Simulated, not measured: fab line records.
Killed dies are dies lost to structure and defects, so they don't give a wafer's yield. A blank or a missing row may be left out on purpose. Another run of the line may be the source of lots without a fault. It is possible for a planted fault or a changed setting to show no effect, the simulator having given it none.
Which tool did it?	flow berkeley cmos170	39 wafers from 13 lots sampled at 5 of the route's 331 steps

== WHAT EACH GAUGE READ, for each wafer ==
UCB170_START_THK_MEAS_03.
lot	measured	on	START_OXIDE_THK (nm)
L759	day 1 18:40	film metro-01	19.1 19.0 18.9
L758	day 1 18:40	film metro-04	18.7 18.5 18.9
L761	day 2 03:40	film metro-04	18.6 18.6 18.7
L760	day 2 03:41	film metro-03	18.8 18.6 18.7
L762	day 2 11:58	film metro-01	19.5 18.8 19.0
L763	day 2 16:12	film metro-01	18.7 18.5 18.7
L765	day 3 04:15	film metro-03	19.1 19.1 19.1
L774	day 4 21:48	film metro-04	19.3 19.5 19.3
L775	day 5 06:34	film metro-01	19.3 19.5 19.3
L776	day 5 10:57	film metro-01	19.9 19.1 19.8
L777	day 5 10:57	film metro-03	19.4 19.0 18.9
L778	day 5 20:47	film metro-01	19.3 19.2 19.8
L779	day 5 20:47	film metro-04	19.6 19.7 19.4

UCB170_WELLDRIVE_THK_MEAS_02.
lot	measured	on	WELLDRIVE_OXIDE_THK (nm)
L759	day 4 04:48	film metro-02	203 206 204
L758	day 4 04:49	film metro-01	204 203 205
L761	day 4 10:17	film metro-02	195 197 199
L760	day 4 10:17	film metro-01	199 199 202
L762	day 4 17:52	film metro-01	201 202 202
L763	day 4 17:52	film metro-04	204 204 207
L765	day 5 17:10	film metro-01	175 178 179
L774	day 7 06:38	film metro-01	208 210 212
L775	day 7 16:59	film metro-02	206 204 208
L776	day 7 16:59	film metro-01	209 209 214
L777	day 7 16:59	film metro-04	212 209 212
L778	day 8 14:44	film metro-04	196 196 200
L779	day 8 14:44	film metro-01	201 205 207

== TOOL THAT RAN EACH LOT (tool first, then ch and the chambers of the sampled wafers, then the start) ==
lot	UCB170_NWELL_ETCH_13	UCB170_PWELL_STRIP_16	UCB170_WELLDRIVE_OXIDATION_01
L759	rie diel-03 ch 1,3, day 2 16:55	plasma asher-01 ch 0,1, day 3 17:29	furnace-01 ch 0, day 4 01:18
L758	rie diel-04 ch 0,3, day 2 16:41	plasma asher-04 ch 0,1, day 3 17:22	furnace-01 ch 0, day 4 01:18
L761	rie diel-02 ch 0,2,3, day 3 02:01	plasma asher-01 ch 0,1, day 3 22:54	furnace-02 ch 0, day 4 06:47
L760	rie diel-04 ch 0,2,3, day 3 02:32	plasma asher-04 ch 1, day 3 23:10	furnace-02 ch 0, day 4 06:47
L762	rie diel-02 ch 0,2,3, day 3 11:38	plasma asher-04 ch 1, day 4 04:05	furnace-02 ch 0, day 4 14:22
L763	rie diel-03 ch 1,2, day 3 12:01	plasma asher-01 ch 0,1, day 4 04:22	furnace-02 ch 0, day 4 14:22
L765	rie diel-03 ch 0,3, day 4 03:57	plasma asher-04 ch 0,1, day 5 02:26	furnace-02 ch 0, day 5 13:40
L774	rie diel-04 ch 1,2,3, day 5 19:41	plasma asher-04 ch 0,1, day 6 17:50	furnace-04 ch 0, day 7 03:08
L775	rie diel-04 ch 1,2, day 6 03:59	plasma asher-03 ch 0,1, day 7 01:53	furnace-04 ch 0, day 7 13:28
L776	rie diel-02 ch 0,3, day 6 04:42	plasma asher-04 ch 0,1, day 7 01:37	furnace-04 ch 0, day 7 13:28
L777	rie diel-03 ch 2,3, day 6 04:32	plasma asher-04 ch 0,1, day 7 02:04	furnace-04 ch 0, day 7 13:28
L778	rie diel-02 ch 1,2, day 6 19:45	plasma asher-04 ch 0,1, day 8 02:22	furnace-04 ch 0, day 8 11:14
L779	rie diel-04 ch 0,1,2, day 6 19:33	plasma asher-01 ch 0,1, day 8 02:07	furnace-04 ch 0, day 8 11:14
- UCB170_NWELL_ETCH_13: etches Si3N4 in CH3F/Ar/O2, stops on SiO2, target depth 246.4 nm, time 154 s.
- UCB170_PWELL_STRIP_16: strips in O2.
- UCB170_WELLDRIVE_OXIDATION_01: target thk 199 nm, ox time 9341 s.

== AS READ BY THE TOOLS THEMSELVES (means over the sampled wafers that have a number; for cases with no such wafer, the mark the record gives instead) ==
UCB170_NWELL_ETCH_13.
lot	tool	drypump motor current A (A)	oes product au (a.u.)	throttle valve pct (%)
L759	rie diel-03	5.1	0.928	8.08
L758	rie diel-04	5.9	0.941	8.02
L761	rie diel-02	5.9	0.940	8.12
L760	rie diel-04	5.9	0.947	8.01
L762	rie diel-02	5.9	0.931	8.13
L763	rie diel-03	5.6	0.925	7.94
L765	rie diel-03	5.7	0.948	7.99
L774	rie diel-04	5.9	0.961	8.03
L775	rie diel-04	5.5	0.954	8.01
L776	rie diel-02	6.3	0.947	8.13
L777	rie diel-03	5.0	0.936	7.93
L778	rie diel-02	6.0	0.940	7.97
L779	rie diel-04	5.6	0.956	8.00

UCB170_PWELL_STRIP_16.
lot	tool	drypump motor current A (A)	oes product au (a.u.)	strip time to endpoint s (s)
L759	plasma asher-01	5.8	0.720	18.12
L758	plasma asher-04	5.7	0.725	17.97
L761	plasma asher-01	5.4	0.723	17.90
L760	plasma asher-04	5.4	0.721	18.00
L762	plasma asher-04	5.3	0.720	18.09
L763	plasma asher-01	5.3	0.721	17.96
L765	plasma asher-04	5.9	0.723	17.98
L774	plasma asher-04	5.6	0.719	17.88
L775	plasma asher-03	6.5	0.721	18.19
L776	plasma asher-04	5.7	0.723	17.95
L777	plasma asher-04	5.6	0.721	18.02
L778	plasma asher-04	5.6	0.721	18.15
L779	plasma asher-01	5.8	0.723	18.04

== THE ANSWER, worked out from the rows above alone ==
Rule: the lots themselves supply what counts as usual. The widest of any qualifying gaps counts: lots, ordered by their means at a reading, are off when they make up no more than a third of the lots, leave a main group of 4 or more, and stand apart from it by 3 or more times the standard deviation of that group's means. If all means in a main group match to the digits the tables above print for the reading, that group is not used. Also off: a lot with no number at a reading for which 4 or more lots have one. Any other lot the step has rows for is counted as sound. Order of review: gauges by route order, followed by the tools' own readings, for which a lot's mean as printed above is used. The first step at which some lot is off is used, and at that step the reading that is off furthest; a lot without a number counts as furthest.
Off: L765, at UCB170_WELLDRIVE_THK_MEAS_02 (WELLDRIVE_OXIDE_THK). Mean 204 nm and standard deviation 4.6 in the main group.
A tool fits if, at a process step before that reading, it ran every lot that is off, and no sound lot after the first of them. Gauges at UCB170_WELLDRIVE_THK_MEAS_02: tried the same way as those tools. One fits: UCB170_WELLDRIVE_OXIDATION_01 on furnace-02. Its last sound lot is L762 (day 4 14:22), its first lot that is off L765 (day 5 13:40): a fault that began between those two fits.

== WHAT HAD BEEN PUT IN BY THE SIMULATOR ==
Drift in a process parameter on furnace-02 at UCB170_WELLDRIVE_OXIDATION_01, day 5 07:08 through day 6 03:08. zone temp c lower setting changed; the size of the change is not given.
Shown lots that were struck: L765. The rule above reached the same finding.
